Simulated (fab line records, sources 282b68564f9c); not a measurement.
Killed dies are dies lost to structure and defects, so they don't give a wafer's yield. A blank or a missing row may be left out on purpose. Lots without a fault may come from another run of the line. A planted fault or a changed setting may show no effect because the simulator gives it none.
Split-lot experiment | flow rit_cmos | 5 lots, 23 wafers read, on a route of 202 steps

THE SPLIT
At RIT_ACTIVE_COAT_06 (resist thk 1000 nm), the setting spin_rpm was moved away from the recipe's 3250 rpm on 8 of the 23 wafers read, by -7.3% to +5.4%. The other wafers ran this setting at the recipe's value.

FROM THE SPLIT TO THE READING: what the file shows between them, 4 steps
- RIT_ACTIVE_SOFTBAKE_07: time 60 s
- RIT_ACTIVE_EXPOSE_08: exposes mask M1, target cd 1400 nm
- RIT_ACTIVE_DEVELOP_10: develop time 50 s
- RIT_ACTIVE_HARDBAKE_12: time 60 s

THE READING
NOVOLAK_of_ACTIVE_COAT_06.thk_nm (the simulator's own value, which no gauge read), in nm, at RIT_ACTIVE_ETCH_13 (etches Si3N4 in SF6, stops on SiO2, time 210 s, target depth 210 nm). The file gives no usual value for it. The 15 wafers here that ran the recipe average 652.7 nm, standard deviation 3.8 nm.

wafer  | tool, chamber at the split | spin_rpm as run, rpm | against the recipe | NOVOLAK_of_ACTIVE_COAT_06.thk_nm, nm | against lot-mates on the recipe
L076.1 | litho_track-02, 0          | 3426                 | +5.4%              | 627.3                                | -22.6
L076.5 | litho_track-02, 0          | 3426                 | +5.4%              | 627.3                                | -22.6
L076.2 | litho_track-02, 0          | 3426                 | +5.4%              | 629.9                                | -20.0
L076.4 | litho_track-02, 0          | 3250                 | recipe             | 649.7                                | -
L076.6 | litho_track-02, 0          | 3250                 | recipe             | 650.1                                | -
L078.1 | litho_track-03, 0          | 3146                 | -3.2%              | 668.2                                | +9.1
L078.2 | litho_track-03, 0          | 3250                 | recipe             | 661                                  | -
L078.3 | litho_track-03, 0          | 3250                 | recipe             | 658.1                                | -
L078.5 | litho_track-03, 0          | 3250                 | recipe             | 658.1                                | -
L078.4 | litho_track-03, 0          | 3146                 | -3.2%              | 675.5                                | +16.4
L079.1 | litho_track-02, 0          | 3250                 | recipe             | 648.1                                | -
L079.2 | litho_track-02, 0          | 3250                 | recipe             | 648.7                                | -
L079.3 | litho_track-02, 0          | 3250                 | recipe             | 653.2                                | -
L079.5 | litho_track-02, 0          | 3250                 | recipe             | 653.5                                | -
L079.6 | litho_track-02, 0          | 3250                 | recipe             | 647.1                                | -
L081.1 | litho_track-02, 0          | 3250                 | recipe             | 653.7                                | -
L081.3 | litho_track-02, 0          | 3250                 | recipe             | 652.3                                | -
L081.6 | litho_track-02, 0          | 3250                 | recipe             | 651.1                                | -
L084.1 | litho_track-01, 0          | 3250                 | recipe             | 651.5                                | -
L084.2 | litho_track-01, 0          | 3014                 | -7.3%              | 690.3                                | +37.2
L084.3 | litho_track-01, 0          | 3014                 | -7.3%              | 686.6                                | +33.5
L084.4 | litho_track-01, 0          | 3014                 | -7.3%              | 690.6                                | +37.5
L084.6 | litho_track-01, 0          | 3250                 | recipe             | 654.7                                | -

THE FIT
A straight line over all 23 wafers: NOVOLAK_of_ACTIVE_COAT_06.thk_nm changes by -4.9 nm for each +1% of spin_rpm; r = -0.98; the points scatter about the line by 3.7 nm.
The same after taking each lot's own level away (the mean of its wafers on the recipe; 23 wafers): -4.55 nm for each +1%; r = -0.99; scatter 2.6 nm.
On that fit, the largest move of spin_rpm shifts the reading by 33 nm.
The lots' own levels span 649.90 to 659.07 nm, that is 2.4 times the standard deviation above.
So the lot-to-lot level changes the slope little: the two slopes agree.
Check: with one of the wafers moved furthest among these (-7.3%) left out of the fit, the line predicts +32.7 nm for it against its lot-mates. It came out at +37.2 nm against them.

OTHER SPLITS ON THESE WAFERS
These wafers also went through other splits before the reading. Each is held against what the fit with the lots' levels taken away leaves over:
other split on the same wafers    | wafers away from the commonest value | r with NOVOLAK_of_ACTIVE_COAT_06.thk_nm (lot level and that fit taken away)
RIT_ACTIVE_OXIDATION_01 ox_time_s | 10                                   | +0.07

THE WHOLE CHAIN: every reading that the file lists as answering this split, in the file's order
step                   | what it does                                                        | reading                                                                           | change (the file's fit)              | r (the file's)
RIT_ACTIVE_COAT_06     | resist thk 1000 nm                                                  | NOVOLAK_of_ACTIVE_COAT_06.thk_nm (the simulator's own value, which no gauge read) | -5.11 nm for each +1% of the setting | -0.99
RIT_ACTIVE_HARDBAKE_12 | time 60 s                                                           | NOVOLAK_of_ACTIVE_COAT_06.thk_nm (the simulator's own value, which no gauge read) | -4.47 nm for each +1% of the setting | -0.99
RIT_ACTIVE_ETCH_13     | etches Si3N4 in SF6, stops on SiO2, time 210 s, target depth 210 nm | NOVOLAK_of_ACTIVE_COAT_06.thk_nm (the simulator's own value, which no gauge read) | -4.56 nm for each +1% of the setting | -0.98

THE FILE'S OWN FIT
NOVOLAK_of_ACTIVE_COAT_06.thk_nm changes by -4.56 nm for each +1% of spin_rpm, r = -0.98.
